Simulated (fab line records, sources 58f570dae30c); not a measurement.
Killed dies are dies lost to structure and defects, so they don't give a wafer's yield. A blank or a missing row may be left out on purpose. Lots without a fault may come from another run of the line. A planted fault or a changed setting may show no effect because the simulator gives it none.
fab line records | flow berkeley_cmos170
record lots=5 wafers=15 last_day=10
route steps=331 shown NVT@105 PVT@115 GATE@125 FIELD@126 PLDD@145
lots that met no fault: from a run of the same line without faults
start_h: hours from the record's first day to the start of the lot's first wafer shown | wait_h: hours since the lot's step before | " the same as in the row above | L1.1+2: a row that stands for several wafers | - no value, or no start given | * or withheld: withheld | < > ~ a bound
route shown NAME@n: a module of which the file shows steps, and the number in the route of the first | usual: mean/standard deviation of fault-free wafers | same: alike in all rows | chamber/n: place in a boat | sites: the reading at each site | _std_site: their standard deviation | _edge_site: outer sites' mean less inner sites' | radius_mm: how far each site lies from the wafer's centre | mask NAME#n: copy n | behind: the tool/chamber that last shaped the wafer | hold: why the lot was held/for how many hours/how that ended | device: the transistor (n, p or np) that didn't switch | end of line: the same wafers' tests at the end of the route | a step without rows: its recipe alone | killed: dies lost to structure and defects at the first sort, not the wafer's yield | map: a wafer's dies, x killed, . not, _ none there
set.NAME: the setting as run; set.NAME@STEP: as run at that earlier step | model.NAME: the simulator's own value behind a step, which no gauge read
lots at some steps of the route; a table a step, a row a wafer
services: from which hour (start_h, from the record's first day; less than 0 if before it) a tool's chamber was out of use, for how many hours, and why
## steps
# step UCB170_NVT_COAT_01
# recipe resist=KrF spin_rpm=1500 resist_thk_nm=900
# columns lot.wafer tool chamber start_h wait_h
L079.1+3+5 litho_track-01 0 122.63 0.1
L078.1+2+4 litho_track-04 0 122.85 0.1
L083.1+3+6 litho_track-04 0 150.35 0.1
L088.3+4+6 litho_track-01 0 184.12 0.1
L091.1+5+6 litho_track-04 0 193.70 0.1
# step UCB170_NVT_SOFTBAKE_02
# recipe resist=KrF temp_c=130 time_s=60
# columns lot.wafer tool chamber start_h wait_h
L079.1+3+5 litho_track-01 0 122.78 0.1
L078.1+2+4 litho_track-04 0 123.00 0.1
L083.1+3+6 litho_track-04 0 150.50 0.1
L088.3+4+6 litho_track-01 0 184.27 0.1
L091.1+5+6 litho_track-04 0 193.85 0.1
# step UCB170_NVT_EXPOSE_03
# recipe mask_id=PWELL target_cd_nm=3000 na=0.5 sigma_outer=0.6 source_shape=conventional dose_mj=30
# same sigma_outer=0.6
# columns lot.wafer tool chamber start_h wait_h mask
L079.1+3+5 krf_scanner-02 0 122.93 0.1 PWELL#0
L078.1+2+4 krf_scanner-01 0 123.28 0.2 PWELL#0
L083.1+3+6 krf_scanner-01 0 150.65 0.1 PWELL#0
L088.3+4+6 krf_scanner-02 0 184.65 0.4 PWELL#0
L091.1+5+6 krf_scanner-02 0 194.13 0.2 PWELL#0
# step UCB170_NVT_PEB_04
# recipe peb_temp_c=130 peb_time_s=withheld resist=KrF
# columns lot.wafer tool chamber start_h wait_h
L079.1+3+5 litho_track-03 0 123.32 0.4
L078.1+2+4 litho_track-03 0 123.59 0.3
L083.1+3+6 litho_track-01 0 151.07 0.4
L088.3+4+6 litho_track-04 0 184.97 0.3
L091.1+5+6 litho_track-01 0 194.24 0.1
# step UCB170_NVT_DEVELOP_05
# recipe developer=TMAH develop_time_s=45 resist=KrF dev_temp_c=21
# columns lot.wafer tool chamber start_h wait_h
L079.1+3+5 litho_track-03 0 - -
L078.1+2+4 litho_track-03 0 - -
L083.1+3+6 litho_track-01 0 - -
L088.3+4+6 litho_track-04 0 - -
L091.1+5+6 litho_track-01 0 - -
# step UCB170_NVT_OVL_MEAS_06
# usual NVT_OVL=2/5.9
# columns lot.wafer tool chamber start_h wait_h NVT_OVL[nm]
L079.1 overlay-02 - 123.59 - -10
L079.3 " - " " -8
L079.5 " - " " -9
L078.1 overlay-01 - 123.87 - 9
L078.2 " - " " 3
L078.4 " - " " -6
L083.1 overlay-02 - 151.35 - 9
L083.3 " - " " 14
L083.6 " - " " 7
L088.3 overlay-01 - 185.21 - 6
L088.4 " - " " 2
L088.6 " - " " 6
L091.1 overlay-02 - 194.52 - 3
L091.5 " - " " -1
L091.6 " - " " 4
# step UCB170_NVT_IMPLANT_07
# recipe species=BF2 dose_cm2=3e+12 energy_kev=50 tilt_deg=7
# usual dose_ions_cm2=2.999e+12/3.5e+09 tilt_deg=6.996/0.02
# columns lot.wafer tool chamber start_h wait_h dose_ions_cm2 tilt_deg
L079.1 implanter-01 0 123.63 0.0 2.996e+12 6.977
L079.3 " 0 " " 2.999e+12 6.979
L079.5 " 0 " " 2.999e+12 6.983
L078.1 implanter-04 0 123.90 0.0 2.992e+12 6.992
L078.2 " 0 " " 2.994e+12 6.991
L078.4 " 0 " " 3.001e+12 7.002
L083.1 implanter-01 0 151.38 0.0 2.991e+12 6.976
L083.3 " 0 " " 2.989e+12 6.979
L083.6 " 0 " " 2.996e+12 7.007
L088.3 implanter-04 0 185.28 0.1 3.009e+12 6.998
L088.4 " 0 " " 2.998e+12 7.022
L088.6 " 0 " " 3.002e+12 6.958
L091.1 implanter-01 0 194.55 0.0 3.004e+12 7.006
L091.5 " 0 " " 3e+12 6.990
L091.6 " 0 " " 2.997e+12 6.984
# step UCB170_NVT_STRIP_08
# recipe chemistry=O2 power_w=400 pressure_mtorr=3500 platen_temp_c=withheld o2_flow_sccm=400 overash_fraction=0.5
# usual drypump_motor_current_A=5.6/0.6 oes_product_au=0.734/0.0046 strip_time_to_endpoint_s=21.62/0.071
# columns lot.wafer tool chamber start_h wait_h drypump_motor_current_A oes_product_au rf_hours_counter_h strip_time_to_endpoint_s
L079.1 plasma_asher-01 1 123.78 0.1 5.4 0.738 1 21.54
L079.3 " 1 " " 5.4 0.735 - 21.53
L079.5 " 1 " " 5.3 0.722 - 21.55
L078.1 plasma_asher-03 1 124.05 0.1 6.2 0.733 33 21.53
L078.2 " 0 " " 5.4 0.733 33 21.63
L078.4 " 1 " " 6.2 0.733 - 21.60
L083.1 plasma_asher-03 1 151.53 0.1 6.2 0.736 36 21.53
L083.3 " 1 " " 6.2 0.727 - 21.66
L083.6 " 0 " " 5.4 0.744 - 21.57
L088.3 plasma_asher-04 0 185.42 0.1 4.7 0.736 - 21.52
L088.4 " 1 " " 6.0 0.732 - 21.49
L088.6 " 1 " " 6.0 0.736 - 21.56
L091.1 plasma_asher-04 1 194.70 0.1 6.0 0.735 52 21.71
L091.5 " 0 " " 4.7 0.735 - 21.70
L091.6 " 1 " " 6.0 0.734 - 21.64
# step UCB170_NVT_TW_MEAS_09
# usual NVT_TW=529/6.9
# columns lot.wafer tool chamber start_h wait_h NVT_TW
L079.1 film_metro-01 - 123.88 0.1 523
L079.3 " - " " 525
L079.5 " - " " 524
L078.1 film_metro-04 - 124.15 0.1 538
L078.2 " - " " 539
L078.4 " - " " 538
L083.1 film_metro-04 - 151.63 0.1 540
L083.3 " - " " 539
L083.6 " - " " 539
L088.3 film_metro-02 - 185.50 0.1 521
L088.4 " - " " 521
L088.6 " - " " 519
L091.1 film_metro-01 - 194.80 0.1 523
L091.5 " - " " 523
L091.6 " - " " 525
# step UCB170_NVT_CLEAN_10
# recipe chemistry=SPM temp_c=120 time_s=600
# columns lot.wafer tool chamber start_h wait_h
L079.1+3+5 wet_bench-02 2 123.94 0.1
L078.1+2+4 wet_bench-04 3 124.21 0.1
L083.1+3+6 wet_bench-01 0 151.94 0.3
L088.3+4+6 wet_bench-01 3 185.86 0.4
L091.1+5+6 wet_bench-01 3 196.39 1.6
# step UCB170_PVT_HMDS_00
# recipe prime_time_s=60 prime_temp_c=100
# columns lot.wafer tool chamber start_h wait_h
L079.1+3+5 litho_track-01 0 125.11 1.0
L078.1+2+4 litho_track-03 0 125.22 0.8
L083.1+3+6 litho_track-03 0 152.13 0.0
L088.3+4+6 litho_track-01 0 186.10 0.1
L091.1+5+6 litho_track-01 0 196.58 0.0
# step UCB170_PVT_COAT_01
# recipe resist=KrF spin_rpm=1500 resist_thk_nm=900
# columns lot.wafer tool chamber start_h wait_h
L079.1+3+5 litho_track-01 0 125.26 0.1
L078.1+2+4 litho_track-03 0 125.37 0.1
L083.1+3+6 litho_track-03 0 152.28 0.1
L088.3+4+6 litho_track-01 0 186.25 0.1
L091.1+5+6 litho_track-01 0 196.73 0.1
# step UCB170_PVT_SOFTBAKE_02
# recipe resist=KrF temp_c=130 time_s=60
# columns lot.wafer tool chamber start_h wait_h
L079.1+3+5 litho_track-01 0 125.41 0.1
L078.1+2+4 litho_track-03 0 125.52 0.1
L083.1+3+6 litho_track-03 0 152.43 0.1
L088.3+4+6 litho_track-01 0 186.40 0.1
L091.1+5+6 litho_track-01 0 196.88 0.1
# step UCB170_PVT_EXPOSE_03
# recipe mask_id=NWELL target_cd_nm=3000 na=0.5 sigma_outer=0.6 source_shape=conventional dose_mj=30
# same sigma_outer=0.6
# columns lot.wafer tool chamber start_h wait_h mask
L079.1+3+5 krf_scanner-01 0 125.68 0.2 NWELL#0
L078.1+2+4 krf_scanner-02 0 126.02 0.5 NWELL#0
L083.1+3+6 krf_scanner-01 0 152.76 0.3 NWELL#0
L088.3+4+6 krf_scanner-01 0 186.91 0.5 NWELL#0
L091.1+5+6 krf_scanner-01 0 197.16 0.2 NWELL#0
# step UCB170_PVT_PEB_04
# recipe peb_temp_c=130 peb_time_s=withheld resist=KrF
# columns lot.wafer tool chamber start_h wait_h
L079.1+3+5 litho_track-01 0 126.11 0.4
L078.1+2+4 litho_track-03 0 126.22 0.2
L083.1+3+6 litho_track-03 0 153.03 0.3
L088.3+4+6 litho_track-02 0 187.04 0.1
L091.1+5+6 litho_track-02 0 197.51 0.3
# step UCB170_PVT_DEVELOP_05
# recipe developer=TMAH develop_time_s=45 resist=KrF dev_temp_c=21
# columns lot.wafer tool chamber start_h wait_h
L079.1+3+5 litho_track-01 0 - -
L078.1+2+4 litho_track-03 0 - -
L083.1+3+6 litho_track-03 0 - -
L088.3+4+6 litho_track-02 0 - -
L091.1+5+6 litho_track-02 0 - -
# step UCB170_PVT_OVL_MEAS_06
# usual PVT_OVL=-2/5.6
# columns lot.wafer tool chamber start_h wait_h PVT_OVL[nm]
L079.1 overlay-01 - 126.38 - -3
L079.3 " - " " 4
L079.5 " - " " -4
L078.1 overlay-01 - 126.49 - -11
L078.2 " - " " -7
L078.4 " - " " -2
L083.1 overlay-01 - 153.31 - 3
L083.3 " - " " -4
L083.6 " - " " -3
L088.3 overlay-02 - 187.28 - -10
L088.4 " - " " -6
L088.6 " - " " 4
L091.1 overlay-02 - 197.78 - -9
L091.5 " - " " -8
L091.6 " - " " -5
# step UCB170_PVT_IMPLANT_07
# recipe species=P dose_cm2=2e+12 energy_kev=29.74 tilt_deg=7
# usual dose_ions_cm2=1.9997e+12/2e+09 tilt_deg=7.001/0.019
# columns lot.wafer tool chamber start_h wait_h dose_ions_cm2 tilt_deg
L079.1 implanter-03 0 126.42 0.0 1.9978e+12 6.989
L079.3 " 0 " " 2.0015e+12 6.986
L079.5 " 0 " " 1.9979e+12 7.001
L078.1 implanter-01 0 126.53 0.0 2.0008e+12 6.965
L078.2 " 0 " " 2.0001e+12 6.988
L078.4 " 0 " " 1.9966e+12 6.990
L083.1 implanter-02 0 153.35 0.0 1.9949e+12 7.025
L083.3 " 0 " " 1.9974e+12 7.000
L083.6 " 0 " " 2e+12 7.001
L088.3 implanter-02 0 187.35 0.1 1.9993e+12 7.037
L088.4 " 0 " " 2.0033e+12 7.030
L088.6 " 0 " " 2.0009e+12 7.016
L091.1 implanter-03 0 197.82 0.0 2.0012e+12 6.997
L091.5 " 0 " " 1.9967e+12 7.004
L091.6 " 0 " " 2.0003e+12 7.001
# step UCB170_PVT_STRIP_08
# recipe chemistry=O2 power_w=400 pressure_mtorr=3500 platen_temp_c=withheld o2_flow_sccm=400 overash_fraction=0.5
# usual drypump_motor_current_A=5.6/0.48 oes_product_au=0.735/0.0048 strip_time_to_endpoint_s=21.61/0.078
# columns lot.wafer tool chamber start_h wait_h drypump_motor_current_A oes_product_au rf_hours_counter_h strip_time_to_endpoint_s
L079.1 plasma_asher-02 0 126.57 0.1 5.2 0.737 42 21.50
L079.3 " 1 " " 5.9 0.741 - 21.53
L079.5 " 0 " " 5.2 0.740 - 21.51
L078.1 plasma_asher-03 1 126.68 0.1 6.2 0.737 34 21.61
L078.2 " 0 " " 5.4 0.737 34 21.60
L078.4 " 1 " " 6.2 0.737 - 21.57
L083.1 plasma_asher-03 0 153.50 0.1 5.4 0.735 36 21.67
L083.3 " 1 " " 6.2 0.729 - 21.69
L083.6 " 1 " " 6.2 0.738 - 21.72
L088.3 plasma_asher-03 0 187.48 0.1 5.4 0.722 - 21.59
L088.4 " 1 " " 6.2 0.736 - 21.60
L088.6 " 1 " " 6.2 0.731 - 21.64
L091.1 plasma_asher-04 1 197.97 0.1 6.0 0.731 52 21.49
L091.5 " 0 " " 4.7 0.736 - 21.56
L091.6 " 1 " " 6.0 0.737 - 21.55
# step UCB170_PVT_TW_MEAS_09
# usual PVT_TW=512/5.6
# columns lot.wafer tool chamber start_h wait_h PVT_TW
L079.1 film_metro-04 - 126.67 0.1 522
L079.3 " - " " 521
L079.5 " - " " 522
L078.1 film_metro-03 - 126.78 0.1 508
L078.2 " - " " 511
L078.4 " - " " 511
L083.1 film_metro-04 - 153.62 0.1 518
L083.3 " - " " 518
L083.6 " - " " 519
L088.3 film_metro-03 - 187.57 0.1 509
L088.4 " - " " 509
L088.6 " - " " 507
L091.1 film_metro-01 - 198.07 0.1 506
L091.5 " - " " 509
L091.6 " - " " 508
# step UCB170_GATE_WET_ETCH_00
# recipe chemistry=dHF dilution=25:1 target=SiO2 temp_c=25 time_s=200
# columns lot.wafer tool chamber start_h wait_h
L079.1+3+5 wet_bench-03 1 126.73 0.1
L078.1+2+4 wet_bench-03 2 126.99 0.2
L083.1+3+6 wet_bench-02 2 153.68 0.1
L088.3+4+6 wet_bench-02 1 188.71 1.1
L091.1+5+6 wet_bench-02 0 198.13 0.1
# step UCB170_FIELD_THK_MEAS_91
# recipe reads=SiO2_of_FIELD_OXIDATION_01
# usual FIELD_OXIDE_LEFT_2_THK=355/11
# columns lot.wafer tool chamber start_h wait_h FIELD_OXIDE_LEFT_2_THK[nm]
L079.1 film_metro-04 - 126.80 0.0 354
L079.3 " - " " 349
L079.5 " - " " 360
L078.1 film_metro-01 - 127.06 0.0 354
L078.2 " - " " 357
L078.4 " - " " 352
L083.1 film_metro-01 - 153.74 0.0 340
L083.3 " - " " 345
L083.6 " - " " 350
L088.3 film_metro-04 - 188.80 0.0 357
L088.4 " - " " 351
L088.6 " - " " 352
L091.1 film_metro-04 - 198.19 0.0 366
L091.5 " - " " 363
L091.6 " - " " 356
# step UCB170_GATE_OXIDATION_01
# recipe temp_c=850 ambient=O2 target_thk_a=66 ox_time_s=1800
# columns lot.wafer tool chamber start_h wait_h
L078.1+2+4 furnace-01 0 130.57 3.5
L079.1+3+5 furnace-01 0 130.57 3.8
L083.1+3+6 furnace-03 0 157.06 3.3
L088.3+4+6 furnace-01 0 189.39 0.6
L091.1+5+6 furnace-03 0 200.01 1.8
# step UCB170_GATE_THK_MEAS_02
# recipe reads=SiO2_of_GATE_OXIDATION_01
# usual GATE_OXIDE_THK=6.71/0.15
# columns lot.wafer tool chamber start_h wait_h GATE_OXIDE_THK[nm]
L078.1 film_metro-01 - 132.07 0.0 6.63
L078.2 " - " " 6.62
L078.4 " - " " 6.60
L079.1 film_metro-03 - 132.07 0.0 6.63
L079.3 " - " " 6.72
L079.5 " - " " 6.57
L083.1 film_metro-01 - 158.56 0.0 6.63
L083.3 " - " " 6.53
L083.6 " - " " 6.51
L088.3 film_metro-03 - 190.91 0.0 6.76
L088.4 " - " " 6.79
L088.6 " - " " 6.75
L091.1 film_metro-03 - 201.51 0.0 6.87
L091.5 " - " " 6.83
L091.6 " - " " 6.84
# step UCB170_GATE_ANNEAL_03
# recipe temp_c=900 time_s=1800 ambient=N2
# columns lot.wafer tool chamber start_h wait_h
L078.1+2+4 furnace-04 0 134.26 2.2
L079.1+3+5 furnace-04 0 134.26 2.2
L083.1+3+6 furnace-01 0 162.24 3.7
L088.3+4+6 furnace-01 0 193.47 2.6
L091.1+5+6 furnace-03 0 203.01 1.5
# step UCB170_GATE_CVD_04
# recipe material=poly-Si temp_c=610 precursor=SiH4 time_s=1440 pressure_mtorr=375 target_thk_nm=214 sih4_flow_sccm=120
# columns lot.wafer tool chamber start_h wait_h
L078.1+2+4 lpcvd-01 1 135.76 0.0
L079.1+3+5 lpcvd-01 0 135.76 0.0
L083.1+3+6 lpcvd-02 0 163.74 0.0
L088.3+4+6 lpcvd-01 0 194.97 0.0
L091.1+5+6 lpcvd-02 1 204.51 0.0
# step UCB170_GATE_THK_MEAS_05
# recipe reads=poly-Si_of_GATE_CVD_04
# usual GATE_POLY_THK=213.8/2.4
# columns lot.wafer tool chamber start_h wait_h GATE_POLY_THK[nm]
L078.1 film_metro-03 - 137.16 0.0 213.1
L078.2 " - " " 212.9
L078.4 " - " " 214.5
L079.1 film_metro-01 - 137.16 0.0 215.1
L079.3 " - " " 214.6
L079.5 " - " " 214.7
L083.1 film_metro-02 - 165.14 0.0 215.2
L083.3 " - " " 212.2
L083.6 " - " " 213.7
L088.3 film_metro-03 - 196.39 0.0 217.2
L088.4 " - " " 216.5
L088.6 " - " " 216.3
L091.1 film_metro-03 - 205.91 0.0 216.0
L091.5 " - " " 212.6
L091.6 " - " " 213.8
# step UCB170_GATE_COAT_06
# recipe resist=BARC temp_c=withheld time_s=withheld spin_rpm=3000 resist_thk_nm=withheld
# columns lot.wafer tool chamber start_h wait_h
L079.1+3+5 litho_track-02 0 137.22 0.1
L078.1+2+4 litho_track-04 0 137.42 0.3
L083.1+3+6 litho_track-04 0 165.20 0.1
L088.3+4+6 litho_track-02 0 196.48 0.1
L091.1+5+6 litho_track-02 0 205.97 0.1
# step UCB170_GATE_COAT_07
# recipe resist=KrF spin_rpm=1500 resist_thk_nm=900
# columns lot.wafer tool chamber start_h wait_h
L079.1+3+5 litho_track-02 0 - -
L078.1+2+4 litho_track-04 0 - -
L083.1+3+6 litho_track-04 0 - -
L088.3+4+6 litho_track-02 0 - -
L091.1+5+6 litho_track-02 0 - -
# step UCB170_GATE_SOFTBAKE_08
# recipe resist=KrF temp_c=130 time_s=60
# columns lot.wafer tool chamber start_h wait_h
L079.1+3+5 litho_track-02 0 - -
L078.1+2+4 litho_track-04 0 - -
L083.1+3+6 litho_track-04 0 - -
L088.3+4+6 litho_track-02 0 - -
L091.1+5+6 litho_track-02 0 - -
# step UCB170_GATE_EXPOSE_09
# recipe mask_id=POLY target_cd_nm=350 na=0.5 sigma_outer=0.6 source_shape=conventional dose_mj=21
# same sigma_outer=0.6
# columns lot.wafer tool chamber start_h wait_h mask
L079.1+3+5 krf_scanner-01 0 137.67 - POLY#0
L078.1+2+4 krf_scanner-02 0 137.99 - POLY#0
L083.1+3+6 krf_scanner-02 0 165.65 - POLY#0
L088.3+4+6 krf_scanner-02 0 197.05 - POLY#0
L091.1+5+6 krf_scanner-02 0 206.55 - POLY#0
# step UCB170_GATE_PEB_10
# recipe peb_temp_c=130.5 peb_time_s=withheld resist=KrF
# columns lot.wafer tool chamber start_h wait_h
L079.1+3+5 litho_track-02 0 138.12 0.4
L078.1+2+4 litho_track-03 0 138.63 0.6
L083.1+3+6 litho_track-04 0 165.77 0.1
L088.3+4+6 litho_track-02 0 197.28 0.2
L091.1+5+6 litho_track-03 0 206.66 0.1
# step UCB170_GATE_DEVELOP_11
# recipe developer=TMAH develop_time_s=45 resist=KrF dev_temp_c=21
# columns lot.wafer tool chamber start_h wait_h
L079.1+3+5 litho_track-02 0 - -
L078.1+2+4 litho_track-03 0 - -
L083.1+3+6 litho_track-04 0 - -
L088.3+4+6 litho_track-02 0 - -
L091.1+5+6 litho_track-03 0 - -
# step UCB170_GATE_CD_MEAS_12
# recipe target_cd_nm=350
# usual cd_nm=350.3/1.4
# columns lot.wafer tool chamber start_h wait_h cd_nm
L079.1 cd_sem-01 - 138.39 - 348.7
L079.3 " - " " 349.7
L079.5 " - " " 350.0
L078.1 cd_sem-01 - 138.90 - 349.9
L078.2 " - " " 350.1
L078.4 " - " " 350.9
L083.1 cd_sem-01 - 166.04 - 350.3
L083.3 " - " " 351.0
L083.6 " - " " 350.0
L088.3 cd_sem-02 - 197.55 - 347.6
L088.4 " - " " 347.8
L088.6 " - " " 347.3
L091.1 cd_sem-02 - 206.94 - 349.1
L091.5 " - " " 348.5
L091.6 " - " " 349.0
# step UCB170_GATE_OVL_MEAS_13
# usual GATE_OVL=-1/5.4
# columns lot.wafer tool chamber start_h wait_h GATE_OVL[nm]
L079.1 overlay-01 - 138.51 0.1 -7
L079.3 " - " " 0
L079.5 " - " " -3
L078.1 overlay-01 - 139.02 0.1 -5
L078.2 " - " " 3
L078.4 " - " " -1
L083.1 overlay-01 - 166.16 0.1 -7
L083.3 " - " " -2
L083.6 " - " " -6
L088.3 overlay-02 - 197.64 0.1 4
L088.4 " - " " 8
L088.6 " - " " 9
L091.1 overlay-02 - 207.06 0.1 -8
L091.5 " - " " -1
L091.6 " - " " -5
# step UCB170_GATE_ETCH_14
# recipe chemistry=N2/H2 target_depth_a=withheld overetch_a=withheld target=BARC time_s=withheld source_w=500 bias_w=100 pressure_mtorr=30 n2_flow_sccm=100 h2_flow_sccm=200
# usual drypump_motor_current_A=5.7/0.44 oes_product_au=1.007/0.016 throttle_valve_pct=13.29/0.23
# columns lot.wafer tool chamber start_h wait_h drypump_motor_current_A oes_product_au throttle_valve_pct
L079.1 rie_diel-03 3 138.55 0.0 5.9 0.988 13.43
L079.3 " 0 " " 4.9 0.991 13.34
L079.5 " 1 " " 5.6 1.013 13.57
L078.1 rie_diel-04 1 139.06 0.0 5.9 0.988 13.51
L078.2 " 2 " " 5.6 1.017 13.57
L078.4 " 0 " " 6.0 1.015 13.31
L083.1 rie_diel-03 2 166.20 0.0 5.9 1.024 12.91
L083.3 " 3 " " 5.9 0.985 13.41
L083.6 " 2 " " 5.9 1.026 12.90
L088.3 rie_diel-04 3 197.67 0.0 5.1 1.009 13.37
L088.4 " 0 " " 6.0 1.013 13.32
L088.6 " 1 " " 5.8 1.013 13.48
L091.1 rie_diel-03 2 207.10 0.0 5.9 1.022 12.90
L091.5 " 3 " " 5.9 0.977 13.41
L091.6 " 2 " " 6.0 1.025 12.90
# step UCB170_GATE_ETCH_15
# recipe chemistry=HBr/Cl2 target=poly-Si stop_on=SiO2 over_etch_frac=0.3 icp_w=300 bias_w=150 time_s=56.3 pressure_mtorr=15 HBr_flow_sccm=150 Cl2_flow_sccm=50 target_depth_a=2782
# usual drypump_motor_current_A=6.0/0.45 oes_product_au=0.835/0.018 throttle_valve_pct=26.42/0.2
# columns lot.wafer tool chamber start_h wait_h drypump_motor_current_A oes_product_au rf_hours_counter_h throttle_valve_pct
L079.1 rie_si-01 0 138.59 - 6.5 0.836 1 26.68
L079.3 " 1 " " 6.3 0.861 112 26.72
L079.5 " 3 " " 5.8 0.848 - 26.46
L078.1 rie_si-02 0 139.10 - 5.3 0.850 29 26.26
L078.2 " 3 " " 5.4 0.794 0 26.42
L078.4 " 1 " " 6.6 0.836 0 26.12
L083.1 rie_si-01 3 166.24 - 5.8 0.854 53 26.48
L083.3 " 2 " " 6.4 0.824 12 26.21
L083.6 " 1 " " 6.3 0.853 - 26.70
L088.3 rie_si-01 0 197.71 - 6.5 0.845 1 26.67
L088.4 " 3 " " 5.8 0.850 53 26.48
L088.6 " 2 " " 6.4 0.835 - 26.20
L091.1 rie_si-01 3 207.14 - 5.8 0.849 54 26.48
L091.5 " 0 " " 6.5 0.827 - 26.68
L091.6 " 3 " " 5.8 0.852 - 26.46
# step UCB170_GATE_STRIP_16
# recipe chemistry=O2 power_w=400 pressure_mtorr=3500 platen_temp_c=withheld o2_flow_sccm=400 overash_fraction=0.5
# usual drypump_motor_current_A=5.8/0.49 oes_product_au=0.724/0.0045
# columns lot.wafer tool chamber start_h wait_h drypump_motor_current_A oes_product_au rf_hours_counter_h
L079.1 plasma_asher-02 1 138.64 0.0 5.8 0.719 43
L079.3 " 0 " " 5.2 0.728 -
L079.5 " 0 " " 5.3 0.726 -
L078.1 plasma_asher-02 1 139.15 0.0 5.8 0.720 43
L078.2 " 0 " " 5.2 0.728 43
L078.4 " 1 " " 5.9 0.731 -
L083.1 plasma_asher-01 1 166.29 0.0 5.3 0.731 5
L083.3 " 1 " " 5.4 0.730 -
L083.6 " 1 " " 5.3 0.720 -
L088.3 plasma_asher-03 1 197.79 0.1 6.2 0.730 -
L088.4 " 0 " " 5.4 0.724 -
L088.6 " 0 " " 5.4 0.724 -
L091.1 plasma_asher-02 1 207.19 0.0 5.9 0.721 51
L091.5 " 1 " " 5.9 0.714 -
L091.6 " 0 " " 5.2 0.725 -
# step UCB170_GATE_CD_MEAS_90
# recipe target_cd_nm=350
# usual cd_nm=350.4/1.5
# columns lot.wafer tool chamber start_h wait_h cd_nm
L079.1 cd_sem-01 - 138.74 0.1 348.2
L079.3 " - " " 349.4
L079.5 " - " " 349.9
L078.1 cd_sem-02 - 139.30 0.1 349.9
L078.2 " - " " 350.1
L078.4 " - " " 351.3
L083.1 cd_sem-01 - 166.39 0.1 350.6
L083.3 " - " " 350.5
L083.6 " - " " 349.6
L088.3 cd_sem-02 - 197.90 0.1 348.3
L088.4 " - " " 347.4
L088.6 " - " " 348.4
L091.1 cd_sem-02 - 207.29 0.1 349.9
L091.5 " - " " 348.2
L091.6 " - " " 349.3
# step UCB170_GATE_CLEAN_17
# recipe chemistry=SPM temp_c=120 time_s=600
# columns lot.wafer tool chamber start_h wait_h
L079.1+3+5 wet_bench-03 0 138.86 0.1
L078.1+2+4 wet_bench-01 1 139.42 0.1
L083.1+3+6 wet_bench-03 0 166.51 0.1
L088.3+4+6 wet_bench-03 1 197.98 0.1
L091.1+5+6 wet_bench-03 2 207.41 0.1
# step UCB170_PLDD_HMDS_00
# recipe prime_time_s=60 prime_temp_c=100
# columns lot.wafer tool chamber start_h wait_h
L079.1+3+5 litho_track-01 0 139.23 0.2
L078.1+2+4 litho_track-04 0 139.61 0.0
L083.1+3+6 litho_track-02 0 166.70 0.0
L088.3+4+6 litho_track-02 0 198.38 0.2
L091.1+5+6 litho_track-04 0 207.58 0.0
# step UCB170_PLDD_COAT_01
# recipe resist=KrF spin_rpm=1500 resist_thk_nm=900
# columns lot.wafer tool chamber start_h wait_h
L079.1+3+5 litho_track-01 0 139.38 0.1
L078.1+2+4 litho_track-04 0 139.76 0.1
L083.1+3+6 litho_track-02 0 166.85 0.1
L088.3+4+6 litho_track-02 0 198.53 0.1
L091.1+5+6 litho_track-04 0 207.73 0.1
# step UCB170_PLDD_SOFTBAKE_02
# recipe resist=KrF temp_c=130 time_s=60
# columns lot.wafer tool chamber start_h wait_h
L079.1+3+5 litho_track-01 0 139.53 0.1
L078.1+2+4 litho_track-04 0 139.91 0.1
L083.1+3+6 litho_track-02 0 167.00 0.1
L088.3+4+6 litho_track-02 0 198.68 0.1
L091.1+5+6 litho_track-04 0 207.88 0.1
# step UCB170_PLDD_EXPOSE_03
# recipe mask_id=PSELECT na=0.5 sigma_outer=0.6 source_shape=conventional target_cd_nm=1200 dose_mj=30
# same sigma_outer=0.6
# columns lot.wafer tool chamber start_h wait_h mask
L079.1+3+5 krf_scanner-02 0 139.80 0.2 PSELECT#0
L078.1+2+4 krf_scanner-01 0 140.18 0.2 PSELECT#0
L083.1+3+6 krf_scanner-02 0 167.15 0.1 PSELECT#0
L088.3+4+6 krf_scanner-01 0 198.95 0.2 PSELECT#0
L091.1+5+6 krf_scanner-01 0 208.03 0.1 PSELECT#0
# step UCB170_PLDD_PEB_04
# recipe peb_temp_c=130 peb_time_s=withheld resist=KrF
# columns lot.wafer tool chamber start_h wait_h
L079.1+3+5 litho_track-01 0 139.95 0.1
L078.1+2+4 litho_track-02 0 140.57 0.4
L083.1+3+6 litho_track-01 0 167.26 0.1
L088.3+4+6 litho_track-04 0 199.50 0.5
L091.1+5+6 litho_track-02 0 208.50 0.4
# step UCB170_PLDD_DEVELOP_05
# recipe developer=TMAH develop_time_s=45 resist=KrF dev_temp_c=21
# columns lot.wafer tool chamber start_h wait_h
L079.1+3+5 litho_track-01 0 - -
L078.1+2+4 litho_track-02 0 - -
L083.1+3+6 litho_track-01 0 - -
L088.3+4+6 litho_track-04 0 - -
L091.1+5+6 litho_track-02 0 - -
# step UCB170_PLDD_CD_MEAS_06
# recipe target_cd_nm=1200
# usual cd_nm=1200.2/1.3
# columns lot.wafer tool chamber start_h wait_h cd_nm
L079.1 cd_sem-02 - 140.23 - 1199.3
L079.3 " - " " 1199.3
L079.5 " - " " 1199.2
L078.1 cd_sem-02 - 140.84 - 1200.6
L078.2 " - " " 1201.6
L078.4 " - " " 1200.9
L083.1 cd_sem-02 - 167.54 - 1200.7
L083.3 " - " " 1201.8
L083.6 " - " " 1201.7
L088.3 cd_sem-01 - 199.77 - 1203.4
L088.4 " - " " 1202.2
L088.6 " - " " 1202.7
L091.1 cd_sem-01 - 208.77 - 1199.8
L091.5 " - " " 1199.4
L091.6 " - " " 1197.9
## services
# columns tool chamber start_h hours kind
rie_diel-04 0 101.62 4.9 repair
implanter-04 - 101.97 4.8 pm
rie_diel-04 1 106.64 2.3 repair
plasma_asher-01 - 108.75 9.0 pm
plasma_asher-01 0 108.75 9.0 vent_cycle
krf_scanner-02 - 119.65 1.3 pm
implanter-01 - 124.27 2.2 repair
implanter-01 - 131.35 0.7 repair
furnace-03 - 145.79 4.0 pm
rie_si-02 1 153.29 2.7 repair
krf_scanner-01 - 154.27 0.8 pm
plasma_asher-01 - 163.42 2.4 repair
furnace-01 - 163.74 3.6 pm
krf_scanner-01 - 169.10 1.0 pm
rie_diel-04 1 183.42 1.3 repair
wet_bench-03 - 185.08 3.6 repair
implanter-04 - 186.23 9.1 repair
implanter-03 - 198.50 3.8 pm
krf_scanner-01 - 202.33 4.3 repair
rie_si-02 - 204.73 4.3 pm
rie_si-01 1 206.37 - clean
rie_si-01 1 206.37 18.6 scheduled_down
rie_si-01 1 206.37 18.6 vent_cycle
rie_si-01 2 208.56 5.4 repair
## key
fault none
